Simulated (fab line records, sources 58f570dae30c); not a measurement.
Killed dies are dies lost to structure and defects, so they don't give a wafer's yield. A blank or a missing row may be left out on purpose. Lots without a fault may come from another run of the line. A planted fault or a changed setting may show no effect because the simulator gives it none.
One fault seen from 2 desks | flow berkeley_cmos170 | each desk has only its own numbers; what lay behind them comes last

THE METROLOGY DESK
What the gauges read, lot by lot, whatever tool the lot ran on: means of the sampled wafers that have a number. A lot is out of limits, marked OUT, if its mean lies more than 4 standard deviations from the usual mean; the brackets give that distance.
Columns: A = PFIELD_OVL at UCB170_PFIELD_OVL_MEAS_06, usual 2 nm; B = PFIELD_TW at UCB170_PFIELD_TW_MEAS_09, usual 595; C = FIELD_OXIDE_THK at UCB170_FIELD_THK_MEAS_02, usual 554 nm
lot  | first seen here | A  | B   | C
L648 | day 4 17:03     | 13 | 592 | 563
L649 | day 5 01:16     | 7  | 585 | 560
L650 | day 5 01:58     | 5  | 588 | 539
L651 | day 5 09:54     | 1  | 584 | 528
L653 | day 5 21:48     | -0 | 605 | 542
L664 | day 8 05:32     | 0  | 589 | 551
This desk's finding: nothing out of limits on any of the 6 lots.

THE TOOL OWNER'S DESK: wet_bench-01
The tool's own readings at UCB170_FIELD_WET_ETCH_05 (etches Si3N4 in H3PO4, time 12600 s): means of the sampled wafers that have a number, for each lot that ran on this tool. A lot is out of limits, marked OUT, if its mean lies more than 4 standard deviations from the usual mean; the brackets give that distance.
Columns: A = bath_guard_temp_C at UCB170_FIELD_WET_ETCH_05, usual 160.0 C; B = bath_heat_duty_pct at UCB170_FIELD_WET_ETCH_05, usual 25.9 %
lot  | first seen here | A     | B
L664 | day 8 14:55     | 159.9 | 22.8
This desk's finding: nothing out of limits on the one lot.

PUT TOGETHER
The metrology desk saw nothing out of limits.
The tool owner's desk saw nothing out of limits.

WHAT THE SIMULATOR HAD PUT IN
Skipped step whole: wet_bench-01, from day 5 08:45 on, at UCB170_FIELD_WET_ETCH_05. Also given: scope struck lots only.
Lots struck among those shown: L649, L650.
